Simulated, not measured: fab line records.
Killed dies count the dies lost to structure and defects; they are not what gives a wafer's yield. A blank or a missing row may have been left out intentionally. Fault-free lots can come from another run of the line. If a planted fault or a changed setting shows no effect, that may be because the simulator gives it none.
2 desks, one fault / flow berkeley-cmos170 / numbers are kept per desk, each desk with only its own; the story behind them comes last

## DESK OF THE TOOL OWNER: krf-scanner-01
The tool's own readings at UCB170_CONTACT_EXPOSE_12 (exposes mask CONT, target cd 700 nm): means of the sampled wafers that have a number, for each lot that ran on this tool. If a lot's mean is further than 4 standard deviations from the usual mean, the lot is out of limits and carries the mark OUT (the distance appears in the brackets).
Columns: A = exposure-dose-mJ-cm2 at UCB170_CONTACT_EXPOSE_12, usual 34.99
lot=L130; first seen here=day 7 06:26; A=34.97
lot=L131; first seen here=day 7 14:26; A=34.99
lot=L132; first seen here=day 7 18:57; A=35.01
lot=L134; first seen here=day 8 01:40; A=34.94
lot=L138; first seen here=day 8 17:49; A=34.98
lot=L140; first seen here=day 9 10:06; A=34.98
lot=L145; first seen here=day 10 16:36; A=34.81 (-5.8) OUT
Finding of this desk: L145 out of limits; the first was L145 at day 10 16:36, on exposure-dose-mJ-cm2 at UCB170_CONTACT_EXPOSE_12. Within limits: L130, L131, L132, L134, L138, L140.

## THE METROLOGY DESK
What the gauges read for every lot (on any tool): the sampled wafers with a number, averaged. If a lot's mean is further than 4 standard deviations from the usual mean, the lot is out of limits and carries the mark OUT (the distance appears in the brackets).
Columns: A = PSD_OVL at UCB170_PSD_OVL_MEAS_07, usual -3 nm; B = PSD_TW at UCB170_PSD_TW_MEAS_10, usual 2333; C = NSD_OVL at UCB170_NSD_OVL_MEAS_07, usual -5 nm; D = cd-nm at UCB170_CONTACT_CD_MEAS_15, usual 700.1 nm
lot=L130; first seen here=day 6 17:28; A=0; B=2299; C=-6; D=699.8
lot=L129; first seen here=day 6 17:41; A=1; B=2380; C=-0; D=699.5
lot=L131; first seen here=day 7 06:49; A=2; B=2322; C=-3; D=699.9
lot=L132; first seen here=day 7 11:19; A=-5; B=2365; C=-5; D=701.7
lot=L133; first seen here=day 7 17:40; A=-4; B=2308; C=1; D=699.0
lot=L134; first seen here=day 7 17:52; A=2; B=2373; C=-8; D=700.7
lot=L135; first seen here=day 8 03:09; A=-6; B=2358; C=-6; D=702.1
lot=L136; first seen here=day 8 03:10; A=-4; B=2312; C=-7; D=701.1
lot=L138; first seen here=day 8 09:21; A=-1; B=2368; C=-10; D=699.9
lot=L140; first seen here=day 9 00:59; A=-3; B=2376; C=-1; D=700.5
lot=L145; first seen here=day 10 08:21; A=-8; B=2339; C=-5; D=705.7
lot=L148; first seen here=day 10 08:41; A=-10; B=2335; C=-4; D=700.0
This desk found nothing out of limits on any of the 12 lots.

## BROUGHT TOGETHER
The tool owner's desk had the chance to raise an alarm at day 10 16:36 on L145.
Metrology desk: nothing out of limits seen.
The metrology desk holds a record of L145, inside its limits.
Every lot named ran UCB170_CONTACT_EXPOSE_12 on krf-scanner-01.

## WHAT WAS PUT IN BY THE SIMULATOR
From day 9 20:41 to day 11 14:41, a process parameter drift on krf-scanner-01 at UCB170_CONTACT_EXPOSE_12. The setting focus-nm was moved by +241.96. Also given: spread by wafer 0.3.
Shown lots that were struck: L145.
How many hours passed from the start of the fault until each desk's first out-of-limits reading: the tool owner's desk, 20.
